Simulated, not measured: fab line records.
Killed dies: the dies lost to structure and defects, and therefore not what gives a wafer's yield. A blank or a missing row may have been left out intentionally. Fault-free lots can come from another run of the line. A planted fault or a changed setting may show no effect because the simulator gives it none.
Which of the tools did it? :: flow rit-cmos :: 15 lots with 45 wafers sampled at 4 steps, on a route of 202 steps

## WHAT THE GAUGES READ, wafer by wafer
RIT_PLDD_OVL_MEAS_06. Usual: PLDD_OVL gives 0.4 nm (standard deviation 1.6).
lot: L261
measured: day 3 00:23
on: overlay-01
PLDD_OVL (nm): -1.5 -0.4 0.6
flag: 

lot: L262
measured: day 3 01:59
on: overlay-02
PLDD_OVL (nm): -1.9 0.7 -1.4
flag: 

lot: L264
measured: day 3 12:13
on: overlay-01
PLDD_OVL (nm): 0.7 1.7 1.0
flag: 

lot: L265
measured: day 3 15:41
on: overlay-02
PLDD_OVL (nm): -0.2 -0.9 -2.1
flag: 

lot: L274
measured: day 5 13:15
on: overlay-02
PLDD_OVL (nm): -0.2 -0.7 -0.5
flag: 

lot: L275
measured: day 5 17:04
on: overlay-01
PLDD_OVL (nm): 3.6 4.9 4.5
flag: 

lot: L276
measured: day 6 02:19
on: overlay-02
PLDD_OVL (nm): 0.3 0.7 0.9
flag: 

lot: L277
measured: day 6 09:30
on: overlay-01
PLDD_OVL (nm): 0.4 1.2 -0.6
flag: 

lot: L280
measured: day 7 00:04
on: overlay-01
PLDD_OVL (nm): 2.9 1.5 1.5
flag: 

lot: L281
measured: day 7 06:55
on: overlay-02
PLDD_OVL (nm): 2.1 1.3 0.6
flag: 

lot: L282
measured: day 7 12:16
on: overlay-01
PLDD_OVL (nm): 1.7 -0.7 -0.5
flag: 

lot: L283
measured: day 7 16:56
on: overlay-02
PLDD_OVL (nm): 0.0 -0.9 2.7
flag: 

RIT_PSD_OVL_MEAS_06. Usual: PSD_OVL gives 0.1 nm (standard deviation 1.4).
lot: L261
measured: day 3 06:58
on: overlay-01
PSD_OVL (nm): 0.3 0.7 0.9
flag: 

lot: L262
measured: day 3 09:24
on: overlay-02
PSD_OVL (nm): -0.2 -1.9 -1.0
flag: 

lot: L264
measured: day 3 18:05
on: overlay-02
PSD_OVL (nm): -1.6 -1.6 -0.8
flag: 

lot: L265
measured: day 3 21:16
on: overlay-02
PSD_OVL (nm): -1.9 -2.7 -1.1
flag: 

lot: L274
measured: day 5 18:44
on: overlay-01
PSD_OVL (nm): -0.7 -0.5 -0.8
flag: 

lot: L275
measured: day 5 22:33
on: overlay-02
PSD_OVL (nm): -1.0 -1.9 1.0
flag: 

lot: L276
measured: day 6 08:07
on: overlay-01
PSD_OVL (nm): 2.8 2.0 1.9
flag: 

lot: L277
measured: day 6 16:49
on: overlay-02
PSD_OVL (nm): -0.9 -0.8 -1.1
flag: 

lot: L280
measured: day 7 06:38
on: overlay-01
PSD_OVL (nm): 0.5 0.3 -0.4
flag: 

lot: L281
measured: day 7 13:50
on: overlay-02
PSD_OVL (nm): 0.3 -2.0 -0.6
flag: 

lot: L282
measured: day 7 18:47
on: overlay-02
PSD_OVL (nm): 0.1 -0.3 -1.7
flag: 

lot: L283
measured: day 7 23:46
on: overlay-01
PSD_OVL (nm): 2.4 2.0 2.2
flag: 

## WHAT TOOL EACH LOT RAN ON (gives the tool, then ch and the chambers of the sampled wafers, and finally the start)
lot: L261
RIT_NRETRO_STRIP_09: plasma-asher-02 ch 0,1, day 2 08:51
RIT_GATE_STRIP_20: plasma-asher-01 ch 0,1, day 2 18:41

lot: L262
RIT_NRETRO_STRIP_09: plasma-asher-03 ch 0,1, day 2 12:04
RIT_GATE_STRIP_20: plasma-asher-04 ch 0,1, day 2 20:20

lot: L264
RIT_NRETRO_STRIP_09: plasma-asher-02 ch 0,1, day 2 21:07
RIT_GATE_STRIP_20: plasma-asher-04 ch 0,1, day 3 06:20

lot: L265
RIT_NRETRO_STRIP_09: plasma-asher-04 ch 0,1, day 3 02:31
RIT_GATE_STRIP_20: plasma-asher-01 ch 1, day 3 10:08

lot: L267
RIT_NRETRO_STRIP_09: plasma-asher-04 ch 0,1, day 3 12:36
RIT_GATE_STRIP_20: plasma-asher-01 ch 0,1, day 3 19:23

lot: L268
RIT_NRETRO_STRIP_09: plasma-asher-03 ch 0,1, day 3 20:17
RIT_GATE_STRIP_20: plasma-asher-02 ch 0,1, day 4 04:07

lot: L269
RIT_NRETRO_STRIP_09: plasma-asher-03 ch 0,1, day 4 01:22
RIT_GATE_STRIP_20: plasma-asher-04 ch 0,1, day 4 08:26

lot: L274
RIT_NRETRO_STRIP_09: plasma-asher-02 ch 0,1, day 4 23:22
RIT_GATE_STRIP_20: plasma-asher-04 ch 0,1, day 5 07:41

lot: L275
RIT_NRETRO_STRIP_09: plasma-asher-04 ch 0,1, day 5 04:31
RIT_GATE_STRIP_20: plasma-asher-04 ch 0, day 5 11:30

lot: L276
RIT_NRETRO_STRIP_09: plasma-asher-02 ch 0,1, day 5 10:33
RIT_GATE_STRIP_20: plasma-asher-02 ch 0,1, day 5 18:54

lot: L277
RIT_NRETRO_STRIP_09: plasma-asher-03 ch 0,1, day 5 17:08
RIT_GATE_STRIP_20: plasma-asher-01 ch 0,1, day 6 03:56

lot: L280
RIT_NRETRO_STRIP_09: plasma-asher-03 ch 0,1, day 6 10:02
RIT_GATE_STRIP_20: plasma-asher-01 ch 0,1, day 6 18:21

lot: L281
RIT_NRETRO_STRIP_09: plasma-asher-02 ch 0,1, day 6 15:07
RIT_GATE_STRIP_20: plasma-asher-02 ch 0,1, day 6 21:50

lot: L282
RIT_NRETRO_STRIP_09: plasma-asher-04 ch 0,1, day 6 17:52
RIT_GATE_STRIP_20: plasma-asher-04 ch 0,1, day 7 06:18

lot: L283
RIT_NRETRO_STRIP_09: plasma-asher-03 ch 0,1, day 7 02:50
RIT_GATE_STRIP_20: plasma-asher-04 ch 0, day 7 11:00
- RIT_NRETRO_STRIP_09: strips in O2, time 180 s.
- RIT_GATE_STRIP_20: strips in O2, time 180 s.

## WHAT THE TOOLS THEMSELVES READ (means of the sampled wafers that have a number; where no wafer has one, the mark that the record gives instead)
RIT_NRETRO_STRIP_09. Usual: chamber-pressure-mTorr 3999 mTorr, standard deviation 4.3; drypump-motor-current-A 5.8 A, standard deviation 0.57.
lot: L261
tool: plasma-asher-02
chamber-pressure-mTorr (mTorr): 3997
drypump-motor-current-A (A): 5.8
flag: 

lot: L262
tool: plasma-asher-03
chamber-pressure-mTorr (mTorr): 4000
drypump-motor-current-A (A): 5.5
flag: 

lot: L264
tool: plasma-asher-02
chamber-pressure-mTorr (mTorr): 3998
drypump-motor-current-A (A): 5.8
flag: 

lot: L265
tool: plasma-asher-04
chamber-pressure-mTorr (mTorr): 3998
drypump-motor-current-A (A): 6.1
flag: 

lot: L267
tool: plasma-asher-04
chamber-pressure-mTorr (mTorr): 4000
drypump-motor-current-A (A): 6.1
flag: 

lot: L268
tool: plasma-asher-03
chamber-pressure-mTorr (mTorr): 3997
drypump-motor-current-A (A): 5.3
flag: 

lot: L269
tool: plasma-asher-03
chamber-pressure-mTorr (mTorr): 3999
drypump-motor-current-A (A): 5.5
flag: 

lot: L274
tool: plasma-asher-02
chamber-pressure-mTorr (mTorr): 3999
drypump-motor-current-A (A): 5.8
flag: 

lot: L275
tool: plasma-asher-04
chamber-pressure-mTorr (mTorr): 3998
drypump-motor-current-A (A): 6.1
flag: 

lot: L276
tool: plasma-asher-02
chamber-pressure-mTorr (mTorr): 3998
drypump-motor-current-A (A): 6.1
flag: 

lot: L277
tool: plasma-asher-03
chamber-pressure-mTorr (mTorr): 3997
drypump-motor-current-A (A): 5.5
flag: 

lot: L280
tool: plasma-asher-03
chamber-pressure-mTorr (mTorr): 4001
drypump-motor-current-A (A): 5.3
flag: 

lot: L281
tool: plasma-asher-02
chamber-pressure-mTorr (mTorr): 3999
drypump-motor-current-A (A): 5.8
flag: 

lot: L282
tool: plasma-asher-04
chamber-pressure-mTorr (mTorr): 3999
drypump-motor-current-A (A): 5.7
flag: 

lot: L283
tool: plasma-asher-03
chamber-pressure-mTorr (mTorr): 3998
drypump-motor-current-A (A): 5.3
flag: 

RIT_GATE_STRIP_20. Usual: chamber-pressure-mTorr 4000 mTorr, standard deviation 4.3; drypump-motor-current-A 6.0 A, standard deviation 0.55.
lot: L261
tool: plasma-asher-01
chamber-pressure-mTorr (mTorr): 3990
drypump-motor-current-A (A): 6.1
flag: 

lot: L262
tool: plasma-asher-04
chamber-pressure-mTorr (mTorr): 4002
drypump-motor-current-A (A): 6.2
flag: 

lot: L264
tool: plasma-asher-04
chamber-pressure-mTorr (mTorr): 3999
drypump-motor-current-A (A): 5.7
flag: 

lot: L265
tool: plasma-asher-01
chamber-pressure-mTorr (mTorr): 4000
drypump-motor-current-A (A): 6.3
flag: 

lot: L267
tool: plasma-asher-01
chamber-pressure-mTorr (mTorr): -
drypump-motor-current-A (A): -
flag: OFF

lot: L268
tool: plasma-asher-02
chamber-pressure-mTorr (mTorr): -
drypump-motor-current-A (A): -
flag: OFF

lot: L269
tool: plasma-asher-04
chamber-pressure-mTorr (mTorr): -
drypump-motor-current-A (A): -
flag: OFF

lot: L274
tool: plasma-asher-04
chamber-pressure-mTorr (mTorr): 3997
drypump-motor-current-A (A): 6.1
flag: 

lot: L275
tool: plasma-asher-04
chamber-pressure-mTorr (mTorr): 4001
drypump-motor-current-A (A): 6.6
flag: 

lot: L276
tool: plasma-asher-02
chamber-pressure-mTorr (mTorr): 3997
drypump-motor-current-A (A): 5.8
flag: 

lot: L277
tool: plasma-asher-01
chamber-pressure-mTorr (mTorr): 4002
drypump-motor-current-A (A): 5.9
flag: 

lot: L280
tool: plasma-asher-01
chamber-pressure-mTorr (mTorr): 4001
drypump-motor-current-A (A): 5.9
flag: 

lot: L281
tool: plasma-asher-02
chamber-pressure-mTorr (mTorr): 4001
drypump-motor-current-A (A): 5.8
flag: 

lot: L282
tool: plasma-asher-04
chamber-pressure-mTorr (mTorr): 4000
drypump-motor-current-A (A): 5.7
flag: 

lot: L283
tool: plasma-asher-04
chamber-pressure-mTorr (mTorr): 3999
drypump-motor-current-A (A): 6.6
flag: 

## THE ANSWER, worked out from the rows above alone
Rule: lot off if the mean of its wafers having a number is beyond 3 standard deviations from the usual mean. Also off: a lot with no number at a reading for which 4 or more lots have one. The other lots that the step has rows for count as sound. First the gauges in route order, then the tools' own readings, where a lot's mean is used as printed above. At the first step where some lot is off, the reading lying furthest off is the one used; lots without a number count as furthest.
Off, at RIT_GATE_STRIP_20 on chamber-pressure-mTorr: L267, L268, L269. Without a number there: L267, L268, L269.
A tool fits if, at that step or a process step before it, it ran every lot that is off, and no sound lot after the first of them. None of those tried fits.

## WHAT THE SIMULATOR HAD INSERTED
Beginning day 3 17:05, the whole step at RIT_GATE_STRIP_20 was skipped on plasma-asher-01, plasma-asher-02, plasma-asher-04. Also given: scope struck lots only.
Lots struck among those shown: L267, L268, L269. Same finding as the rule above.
